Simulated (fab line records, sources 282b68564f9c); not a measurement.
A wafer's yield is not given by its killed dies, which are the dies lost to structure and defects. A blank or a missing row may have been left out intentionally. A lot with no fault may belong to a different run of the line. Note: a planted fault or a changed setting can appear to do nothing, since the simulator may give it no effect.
Lot-split experiment | flow rit_cmos | 5 lots, 13 wafers read, on a route of 202 steps

## THE SPLIT ITSELF
At RIT_SPACER_CVD_03 (deposits Si3N4 from SiH2Cl2/NH3, target thk 250 nm, time 3300 s), the setting sih2cl2_flow_sccm was moved away from the recipe's 60 sccm on 10 of the 13 wafers read, by -7.1% to +8.2%. The other wafers ran this setting at the recipe's value.

The file shows no step between the split and the reading.

## THE READING
etch.depth_nm (the simulator's own value, which no gauge read), in nm, at RIT_SPACER_ETCHBACK_05 (etches Si3N4 in SF6/CHF3, stops on SiO2, target depth 250 nm, time 240 s). The file gives no usual value for it. Average 251.4 nm, standard deviation 0.21 nm, over the 3 wafers here run with the recipe.

wafer  | tool, chamber at the split | sih2cl2_flow_sccm as run, sccm | against the recipe | etch.depth_nm, nm | against lot-mates on the recipe
L078.3 | -, -                       | 64.35                          | +7.3%              | 259.2             | no lot-mate on the recipe
L078.4 | -, -                       | 64.35                          | +7.3%              | 258.3             | no lot-mate on the recipe
L078.6 | -, -                       | 64.35                          | +7.3%              | 260               | no lot-mate on the recipe
L080.1 | -, -                       | 62.92                          | +4.9%              | 256.5             | no lot-mate on the recipe
L080.3 | -, -                       | 62.92                          | +4.9%              | 255.2             | no lot-mate on the recipe
L080.5 | -, -                       | 62.92                          | +4.9%              | 254.6             | no lot-mate on the recipe
L081.2 | -, -                       | 55.72                          | -7.1%              | 246.3             | no lot-mate on the recipe
L081.5 | -, -                       | 55.72                          | -7.1%              | 247.5             | no lot-mate on the recipe
L082.1 | -, -                       | 64.9                           | +8.2%              | 258.3             | no lot-mate on the recipe
L082.5 | -, -                       | 64.9                           | +8.2%              | 257.2             | no lot-mate on the recipe
L085.3 | lpcvd-02, 1                | 60                             | recipe             | 251.1             | -
L085.5 | lpcvd-02, 1                | 60                             | recipe             | 251.4             | -
L085.6 | lpcvd-02, 1                | 60                             | recipe             | 251.6             | -

THE FIT
A straight line over all 13 wafers: etch.depth_nm changes by +0.801 nm for each +1% of sih2cl2_flow_sccm; r = +0.97; the points scatter about the line by 1.1 nm.
Too few moved wafers have a lot-mate on the recipe to fit a line with each lot's own level taken away.

## THE WHOLE CHAIN: every reading that the file lists as answering this split, in the file's order
step                   | what it does                                                             | reading                                                                        | change (the file's fit)               | r (the file's)
RIT_SPACER_CVD_03      | deposits Si3N4 from SiH2Cl2/NH3, target thk 250 nm, time 3300 s          | Si3N4_of_SPACER_CVD_03.thk_nm (the simulator's own value, which no gauge read) | +0.737 nm for each +1% of the setting | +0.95
RIT_SPACER_ETCHBACK_05 | etches Si3N4 in SF6/CHF3, stops on SiO2, target depth 250 nm, time 240 s | etch.depth_nm (the simulator's own value, which no gauge read)                 | +0.803 nm for each +1% of the setting | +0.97

## THE FILE'S OWN FIT
etch.depth_nm changes by +0.803 nm for each +1% of sih2cl2_flow_sccm, r = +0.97.
